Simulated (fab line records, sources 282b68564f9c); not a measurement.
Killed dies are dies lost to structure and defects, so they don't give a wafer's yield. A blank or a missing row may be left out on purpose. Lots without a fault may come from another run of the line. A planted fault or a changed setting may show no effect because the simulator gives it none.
Chamber matching | flow rit_cmos | RIT_GATE_ETCH_19 on rie_si-01: 4 sister chambers
The step etches poly-Si in SF6/CHF3/O2, stops on SiO2, time 165 s, target depth 312.5 nm. 8 wafers are shown with their chamber, then 8 later ones without.

WAFERS WITH THEIR CHAMBER
wafer  | chamber | drypump_motor_current_A (A) | throttle_valve_pct (%)
L474.4 | 0       | 5.8                         | 10.32
L476.3 | 3       | 6.0                         | 10.08
L476.5 | 2       | 5.8                         | 10.04
L476.6 | 1       | 5.6                         | 10.21
L478.1 | 0       | 5.9                         | 10.31
L478.5 | 3       | 6.0                         | 10.06
L478.6 | 2       | 5.8                         | 10.05
L486.3 | 1       | 5.6                         | 10.18

WAFERS WITHOUT THEIR CHAMBER
wafer  | drypump_motor_current_A (A) | throttle_valve_pct (%)
L486.5 | 5.9                         | 10.31
L486.6 | 6.0                         | 10.03
L488.1 | 5.8                         | 10.04
L488.2 | 5.8                         | 10.31
L488.4 | 5.6                         | 10.20
L492.2 | 6.0                         | 10.07
L492.4 | 6.0                         | 10.05
L492.5 | 5.6                         | 10.23

WHICH CHAMBER EACH WENT THROUGH
wafer  | from the rows above | in truth
L486.5 | 0                   | 0
L486.6 | 3                   | 3
L488.1 | 2                   | 2
L488.2 | 0                   | 0
L488.4 | 1                   | 1
L492.2 | 3                   | 3
L492.4 | 3                   | 3
L492.5 | 1                   | 1
Placed correctly: 8 of 8. Can't be placed from these rows: 0. Placed wrongly: 0.
How it was worked out, from the rows above alone: a wafer's distance from a chamber is the root of the sum, over the readings, of the square of ((its reading less the chamber's mean) divided by the reading's scatter). The wafer belongs to the nearest chamber; if the next one is less than 2 further off, it can't be placed. A chamber's mean is the mean of its shown wafers. The scatter: the root of (the sum of the squares of (reading less its chamber's mean) over the shown wafers, divided by (wafers less chambers)).
